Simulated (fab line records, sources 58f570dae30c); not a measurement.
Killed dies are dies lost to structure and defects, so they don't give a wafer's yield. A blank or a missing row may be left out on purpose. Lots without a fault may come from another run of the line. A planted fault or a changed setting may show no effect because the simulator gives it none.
Which tool did it? | flow berkeley_cmos170 | 14 lots, 42 wafers sampled, at 6 steps of a route of 331

WHAT THE GAUGES READ, wafer by wafer
UCB170_V1_CD_MEAS_12: target cd 700 nm.
lot  | measured     | on        | cd_nm (nm)
L173 | day 7 06:24  | cd_sem-01 | 697.3 696.7 700.0
L172 | day 7 10:11  | cd_sem-02 | 702.7 701.4 701.8
L174 | day 7 10:44  | cd_sem-02 | 699.8 700.9 699.2
L177 | day 8 07:13  | cd_sem-01 | 701.3 700.5 701.7
L178 | day 8 17:25  | cd_sem-02 | 699.0 699.5 698.2
L179 | day 9 04:10  | cd_sem-02 | 700.1 700.3 700.4
L181 | day 9 04:28  | cd_sem-02 | 701.3 700.8 701.6
L180 | day 9 06:02  | cd_sem-01 | 702.2 701.6 701.8
L182 | day 9 06:18  | cd_sem-02 | 696.3 697.3 698.4
L185 | day 10 08:59 | cd_sem-01 | 701.5 700.8 701.3
L187 | day 10 09:17 | cd_sem-01 | 702.2 701.3 699.1
L195 | day 11 19:25 | cd_sem-01 | 698.6 700.5 700.3
L193 | day 11 19:50 | cd_sem-02 | 700.2 701.5 700.9
L194 | day 11 20:06 | cd_sem-02 | 698.5 697.5 699.5

UCB170_V1_CD_MEAS_90: target cd 700 nm.
lot  | measured     | on        | cd_nm (nm)
L173 | day 7 06:50  | cd_sem-01 | 697.5 698.2 699.1
L172 | day 7 10:37  | cd_sem-01 | 703.3 701.1 701.8
L174 | day 7 11:10  | cd_sem-01 | 700.9 700.8 700.7
L177 | day 8 07:38  | cd_sem-02 | 702.0 700.8 702.8
L178 | day 8 17:51  | cd_sem-01 | 700.6 698.8 700.8
L179 | day 9 04:49  | cd_sem-02 | 700.0 702.4 702.4
L181 | day 9 05:11  | cd_sem-02 | 700.6 701.1 700.9
L180 | day 9 06:29  | cd_sem-01 | 702.4 701.5 702.5
L182 | day 9 06:44  | cd_sem-02 | 695.1 696.9 697.6
L185 | day 10 09:26 | cd_sem-02 | 702.2 698.6 700.2
L187 | day 10 09:47 | cd_sem-02 | 702.7 703.2 698.4
L195 | day 11 19:51 | cd_sem-01 | 698.4 699.6 700.0
L193 | day 11 20:16 | cd_sem-01 | 701.6 701.6 702.3
L194 | day 11 20:32 | cd_sem-02 | 697.4 696.6 698.7

UCB170_M2_CD_MEAS_90: target cd 700 nm.
lot  | measured     | on        | cd_nm (nm)
L173 | day 7 09:58  | cd_sem-01 | 701 696 699
L172 | day 7 14:12  | cd_sem-01 | 709 710 711
L174 | day 7 14:33  | cd_sem-01 | 702 698 707
L177 | day 8 11:32  | cd_sem-02 | 699 695 696
L178 | day 8 20:47  | cd_sem-01 | 710 711 708
L179 | day 9 08:23  | cd_sem-02 | 703 710 701
L181 | day 9 09:20  | cd_sem-02 | 700 706 704
L180 | day 9 12:06  | cd_sem-01 | 700 699 699
L182 | day 9 12:10  | cd_sem-02 | 701 708 700
L185 | day 10 12:56 | cd_sem-01 | 707 708 701
L187 | day 10 13:23 | cd_sem-02 | 706 702 707
L195 | day 11 22:52 | cd_sem-01 | 703 706 702
L193 | day 11 22:59 | cd_sem-01 | 697 702 702
L194 | day 11 23:23 | cd_sem-02 | 696 693 695

UCB170_V2_BOW_MEAS_03.
lot  | measured     | on            | V2_BOW (um)
L173 | day 7 10:36  | film_metro-01 | 56 40 39
L172 | day 7 14:50  | film_metro-01 | 34 45 38
L174 | day 7 15:11  | film_metro-01 | 36 41 42
L177 | day 8 12:10  | film_metro-03 | 46 33 31
L178 | day 8 21:26  | film_metro-03 | 40 38 42
L179 | day 9 09:02  | film_metro-01 | 35 34 35
L181 | day 9 09:58  | film_metro-04 | 32 34 30
L180 | day 9 12:44  | film_metro-03 | 38 45 39
L182 | day 9 12:52  | film_metro-01 | 40 40 37
L185 | day 10 13:34 | film_metro-04 | 40 35 38 - - -
L187 | day 10 14:10 | film_metro-03 | 38 33 45 - - -
L195 | day 11 23:31 | film_metro-03 | 41 28 38
L193 | day 11 23:49 | film_metro-03 | 41 39 33
L194 | day 12 00:44 | film_metro-01 | 35 27 48

UCB170_V2_THK_MEAS_04.
lot  | measured     | on            | V2_POLISHED_THK (nm)
L173 | day 7 10:43  | film_metro-01 | 999.9 997.8 998.5
L172 | day 7 14:56  | film_metro-01 | 1000.6 999.0 999.7
L174 | day 7 15:17  | film_metro-01 | 1001.4 1001.4 999.8
L177 | day 8 12:17  | film_metro-03 | 999.8 998.0 997.7
L178 | day 8 21:32  | film_metro-03 | 1001.0 1000.4 1001.6
L179 | day 9 09:09  | film_metro-01 | 1000.0 998.4 999.4
L181 | day 9 10:04  | film_metro-04 | 999.4 1001.3 998.1
L180 | day 9 12:50  | film_metro-03 | 1000.3 1000.6 997.4
L182 | day 9 12:58  | film_metro-01 | 999.3 1001.3 1001.1
L185 | day 10 19:43 | film_metro-04 | 998.4 747.0 998.5 998.4 747.0 998.7
L187 | day 10 17:15 | film_metro-03 | 747.7 999.3 997.8 747.7 1000.0 997.9
L195 | day 11 23:38 | film_metro-03 | 999.9 1000.0 999.7
L193 | day 11 23:56 | film_metro-03 | 1001.3 998.9 1000.8
L194 | day 12 00:50 | film_metro-01 | 998.3 1001.4 998.8

WHICH TOOL RAN EACH LOT (tool, then ch and the chambers of the sampled wafers, then the start)
lot  | UCB170_V2_CMP_02
L173 | cmp-02 ch 1,2,3, day 7 10:17
L172 | cmp-01 ch 0,1, day 7 14:31
L174 | cmp-01 ch 1,2,3, day 7 15:00
L177 | cmp-02 ch 0,2,3, day 8 11:57
L178 | cmp-01 ch 2,3, day 8 21:06
L179 | cmp-02 ch 0,2,3, day 9 08:47
L181 | cmp-02 ch 0,1,2, day 9 09:44
L180 | cmp-01 ch 0,1,2, day 9 12:30
L182 | cmp-02 ch 0,2,3, day 9 12:32
L185 | cmp-01 ch 0,3, day 10 13:16
L187 | cmp-01 ch 0,3, day 10 13:52
L195 | cmp-02 ch 2,3, day 11 23:13
L193 | cmp-02 ch 1,2,3, day 11 23:31
L194 | cmp-02 ch 0,1,2, day 12 00:31
- UCB170_V2_CMP_02: polishes SiO2.

WHAT THE TOOLS THEMSELVES READ (means of the sampled wafers that have a number; where no wafer has one, the mark that the record gives instead)
UCB170_V2_CMP_02.
lot  | tool   | motor_current_A (A)
L173 | cmp-02 | 16.2
L172 | cmp-01 | 15.0
L174 | cmp-01 | 14.8
L177 | cmp-02 | 17.1
L178 | cmp-01 | 15.7
L179 | cmp-02 | 16.6
L181 | cmp-02 | 16.4
L180 | cmp-01 | 14.4
L182 | cmp-02 | 17.2
L185 | cmp-01 | 16.7
L187 | cmp-01 | 16.9
L195 | cmp-02 | 16.2
L193 | cmp-02 | 16.0
L194 | cmp-02 | 16.8

THE ANSWER, worked out from the rows above alone
Rule: what is usual is taken from the lots themselves. Put in order of their means at a reading, lots are off if they are a third of the lots or fewer, leave a main group of 4 or more, and stand apart from it by a gap of 3 or more times the standard deviation of the main group's means; of several such gaps the widest counts. A main group whose means are all the same, to the digits that the tables above print for the reading, isn't used. A lot without any number at a reading at which 4 lots or more have one is off too. The other lots that the step has rows for count as sound. The gauges are gone through in route order, then the tools' own readings, and for those a lot's mean is taken as printed above. The first step at which some lot is off is used, and at that step the reading that is off furthest; a lot without a number counts as furthest.
Off: L185, L187, at UCB170_V2_THK_MEAS_04 (V2_POLISHED_THK). The main group: mean 999.8 nm, standard deviation 0.75.
A tool fits if, at a process step before that reading, it ran every lot that is off, and no sound lot after the first of them. The gauges at UCB170_V2_THK_MEAS_04 are tried like those tools. One fits: cmp-01 at UCB170_V2_CMP_02. Its last sound lot is L180 (day 9 12:30), its first lot that is off L185 (day 10 13:16): a fault that began between those two fits.

WHAT THE SIMULATOR HAD PUT IN
Process parameter drift: cmp-01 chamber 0, from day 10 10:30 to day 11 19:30, at UCB170_V2_CMP_02. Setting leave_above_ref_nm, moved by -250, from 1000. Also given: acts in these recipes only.
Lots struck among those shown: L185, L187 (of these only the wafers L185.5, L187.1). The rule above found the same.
